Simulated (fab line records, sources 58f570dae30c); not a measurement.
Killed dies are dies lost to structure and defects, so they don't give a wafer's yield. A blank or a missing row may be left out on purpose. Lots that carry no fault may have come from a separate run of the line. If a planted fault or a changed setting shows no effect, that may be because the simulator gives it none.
Chamber matching || flow berkeleyCmos170 || rieDiel-02 running UCB170_ACTIVE_ETCH_15: 4 sister chambers
The step etches Si3N4 in CH3F/Ar/O2, stops on SiO2, target depth 242 nm, time 151 s. 22 wafers are shown with their chamber, then 11 later ones without.

== WAFERS, EACH WITH ITS CHAMBER ==
{"wafer": "L074.3", "chamber": 3, "throttleValvePct (%)": 8.18, "oesProductAu (a.u.)": 0.963, "CH3F_flow_sccm (sccm)": 19.97}
{"wafer": "L074.4", "chamber": 0, "throttleValvePct (%)": 7.83, "oesProductAu (a.u.)": 0.970, "CH3F_flow_sccm (sccm)": 19.95}
{"wafer": "L074.5", "chamber": 1, "throttleValvePct (%)": 8.05, "oesProductAu (a.u.)": 0.942, "CH3F_flow_sccm (sccm)": 20.01}
{"wafer": "L075.1", "chamber": 1, "throttleValvePct (%)": 8.05, "oesProductAu (a.u.)": 0.942, "CH3F_flow_sccm (sccm)": 19.93}
{"wafer": "L075.4", "chamber": 0, "throttleValvePct (%)": 7.84, "oesProductAu (a.u.)": 0.967, "CH3F_flow_sccm (sccm)": 20.06}
{"wafer": "L075.5", "chamber": 1, "throttleValvePct (%)": 8.05, "oesProductAu (a.u.)": 0.948, "CH3F_flow_sccm (sccm)": 19.89}
{"wafer": "L079.3", "chamber": 0, "throttleValvePct (%)": 7.83, "oesProductAu (a.u.)": 0.969, "CH3F_flow_sccm (sccm)": 19.96}
{"wafer": "L079.5", "chamber": 0, "throttleValvePct (%)": 7.84, "oesProductAu (a.u.)": 0.963, "CH3F_flow_sccm (sccm)": 19.89}
{"wafer": "L079.6", "chamber": 1, "throttleValvePct (%)": 8.06, "oesProductAu (a.u.)": 0.950, "CH3F_flow_sccm (sccm)": 20.00}
{"wafer": "L081.3", "chamber": 2, "throttleValvePct (%)": 7.86, "oesProductAu (a.u.)": 0.971, "CH3F_flow_sccm (sccm)": 20.08}
{"wafer": "L081.4", "chamber": 3, "throttleValvePct (%)": 8.20, "oesProductAu (a.u.)": 0.974, "CH3F_flow_sccm (sccm)": 19.89}
{"wafer": "L081.6", "chamber": 2, "throttleValvePct (%)": 7.84, "oesProductAu (a.u.)": 0.967, "CH3F_flow_sccm (sccm)": 20.08}
{"wafer": "L082.2", "chamber": 3, "throttleValvePct (%)": 8.19, "oesProductAu (a.u.)": 0.974, "CH3F_flow_sccm (sccm)": 19.98}
{"wafer": "L082.3", "chamber": 2, "throttleValvePct (%)": 7.85, "oesProductAu (a.u.)": 0.973, "CH3F_flow_sccm (sccm)": 19.93}
{"wafer": "L082.6", "chamber": 2, "throttleValvePct (%)": 7.87, "oesProductAu (a.u.)": 0.970, "CH3F_flow_sccm (sccm)": 19.97}
{"wafer": "L084.1", "chamber": 0, "throttleValvePct (%)": 7.82, "oesProductAu (a.u.)": 0.969, "CH3F_flow_sccm (sccm)": 20.04}
{"wafer": "L084.5", "chamber": 2, "throttleValvePct (%)": 7.85, "oesProductAu (a.u.)": 0.970, "CH3F_flow_sccm (sccm)": 20.02}
{"wafer": "L084.6", "chamber": 0, "throttleValvePct (%)": 7.83, "oesProductAu (a.u.)": 0.977, "CH3F_flow_sccm (sccm)": 19.99}
{"wafer": "L086.1", "chamber": 2, "throttleValvePct (%)": 7.85, "oesProductAu (a.u.)": 0.970, "CH3F_flow_sccm (sccm)": 20.00}
{"wafer": "L086.2", "chamber": 0, "throttleValvePct (%)": 7.84, "oesProductAu (a.u.)": 0.983, "CH3F_flow_sccm (sccm)": 19.99}
{"wafer": "L086.6", "chamber": 0, "throttleValvePct (%)": 7.83, "oesProductAu (a.u.)": 0.981, "CH3F_flow_sccm (sccm)": 20.05}
{"wafer": "L087.2", "chamber": 1, "throttleValvePct (%)": 8.05, "oesProductAu (a.u.)": 0.949, "CH3F_flow_sccm (sccm)": 19.92}

SIGNATURES, as means of the wafers listed above
{"reading": "throttleValvePct", "chamber 0": 7.8325, "chamber 1": 8.0520, "chamber 2": 7.8533, "chamber 3": 8.1900, "scatter within a chamber": 0.00804}
{"reading": "oesProductAu", "chamber 0": 0.97237, "chamber 1": 0.94620, "chamber 2": 0.97017, "chamber 3": 0.97033, "scatter within a chamber": 0.00534}
{"reading": "CH3F_flow_sccm", "chamber 0": 19.9913, "chamber 1": 19.9500, "chamber 2": 20.0133, "chamber 3": 19.9467, "scatter within a chamber": 0.0564}
Rule: distance of a wafer from a chamber = root of the sum over the readings of ((wafer's reading minus chamber's mean) / reading's scatter) squared. If the next closest chamber is less than 2 further off than the closest, the wafer can't be placed; otherwise it belongs to the closest. The scatter is the square root of a quotient: the sum, over the shown wafers, of each reading's squared deviation from its chamber's mean, divided by wafers minus chambers.

== WAFERS WITHOUT THEIR CHAMBER ==
{"wafer": "L087.3", "throttleValvePct (%)": 7.86, "oesProductAu (a.u.)": 0.976, "CH3F_flow_sccm (sccm)": 19.95}
{"wafer": "L087.4", "throttleValvePct (%)": 8.17, "oesProductAu (a.u.)": 0.972, "CH3F_flow_sccm (sccm)": 20.00}
{"wafer": "L089.2", "throttleValvePct (%)": 8.18, "oesProductAu (a.u.)": 0.974, "CH3F_flow_sccm (sccm)": 19.88}
{"wafer": "L089.3", "throttleValvePct (%)": 7.85, "oesProductAu (a.u.)": 0.959, "CH3F_flow_sccm (sccm)": 20.03}
{"wafer": "L089.5", "throttleValvePct (%)": 7.84, "oesProductAu (a.u.)": 0.971, "CH3F_flow_sccm (sccm)": 19.91}
{"wafer": "L093.1", "throttleValvePct (%)": 8.06, "oesProductAu (a.u.)": 0.942, "CH3F_flow_sccm (sccm)": 20.14}
{"wafer": "L093.3", "throttleValvePct (%)": 7.81, "oesProductAu (a.u.)": 0.970, "CH3F_flow_sccm (sccm)": 20.01}
{"wafer": "L093.4", "throttleValvePct (%)": 8.04, "oesProductAu (a.u.)": 0.947, "CH3F_flow_sccm (sccm)": 19.99}
{"wafer": "L096.3", "throttleValvePct (%)": 8.06, "oesProductAu (a.u.)": 0.960, "CH3F_flow_sccm (sccm)": 19.98}
{"wafer": "L096.5", "throttleValvePct (%)": 8.19, "oesProductAu (a.u.)": 0.985, "CH3F_flow_sccm (sccm)": 20.06}
{"wafer": "L096.6", "throttleValvePct (%)": 7.87, "oesProductAu (a.u.)": 0.974, "CH3F_flow_sccm (sccm)": 20.08}

== WHICH CHAMBER EACH ONE RAN IN ==
{"wafer": "L087.3", "from the rows above": "can't be placed: 2 or 0", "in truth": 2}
{"wafer": "L087.4", "from the rows above": 3, "in truth": 3}
{"wafer": "L089.2", "from the rows above": 3, "in truth": 3}
{"wafer": "L089.3", "from the rows above": "can't be placed: 2 or 0", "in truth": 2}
{"wafer": "L089.5", "from the rows above": "can't be placed: 0 or 2", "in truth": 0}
{"wafer": "L093.1", "from the rows above": 1, "in truth": 1}
{"wafer": "L093.3", "from the rows above": 0, "in truth": 0}
{"wafer": "L093.4", "from the rows above": 1, "in truth": 1}
{"wafer": "L096.3", "from the rows above": 1, "in truth": 1}
{"wafer": "L096.5", "from the rows above": 3, "in truth": 3}
{"wafer": "L096.6", "from the rows above": 2, "in truth": 2}
8 of 11 placed correctly. Cannot be placed on the basis of these rows: 3; the candidates contain the true chamber in 3. 0 placed wrongly.
